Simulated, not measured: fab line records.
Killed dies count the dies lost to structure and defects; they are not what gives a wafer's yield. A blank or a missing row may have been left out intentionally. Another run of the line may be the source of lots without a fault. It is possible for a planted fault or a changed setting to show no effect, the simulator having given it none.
Matching of chambers + flow berkeley_cmos170 + pecvd-01 running UCB170_V2_CVD_00: 3 sister chambers
The step deposits SiO2 from TEOS/O2, target thk 2000 nm, time 250 s. 3 wafers are shown with their chamber, then 8 later ones without.

## WAFERS PAIRED WITH THEIR CHAMBERS
| wafer  | chamber | heater_power_w (W) |
|--------|---------|--------------------|
| L678.4 | 0       | 433                |
| L678.6 | 1       | 196                |
| L682.1 | 2       | 326                |

## WAFERS MISSING THEIR CHAMBER
| wafer  | heater_power_w (W) |
|--------|--------------------|
| L682.2 | 172                |
| L682.3 | 374                |
| L683.1 | 258                |
| L683.4 | 340                |
| L683.5 | 124                |
| L686.1 | 383                |
| L686.2 | 149                |
| L686.3 | 266                |

## WHICH CHAMBER EACH WENT THROUGH
| wafer  | from the rows above     | in truth |
|--------|-------------------------|----------|
| L682.2 | 1                       | 1        |
| L682.3 | can't be placed: 2 or 0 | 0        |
| L683.1 | can't be placed: 1 or 2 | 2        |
| L683.4 | can't be placed: 2 or 0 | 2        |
| L683.5 | 1                       | 1        |
| L686.1 | can't be placed: 0 or 2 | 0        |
| L686.2 | 1                       | 1        |
| L686.3 | can't be placed: 2 or 1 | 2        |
3 of 8 placed correctly. From these rows, 5 cannot be placed; in 5 the true chamber is one of the candidates. Placed wrongly: 0.
How it was worked out, from the rows above alone: a wafer's distance from a chamber is the root of the sum, over the readings, of the square of ((its reading less the chamber's mean) divided by the reading's scatter). The wafer belongs to the nearest chamber; if the next one is less than 2 further off, it can't be placed. Each chamber's mean is taken over the wafers shown for it. The scatter (one wafer shown for each chamber): square how far every hidden wafer sits from the nearest shown wafer, average those squares and take the square root.
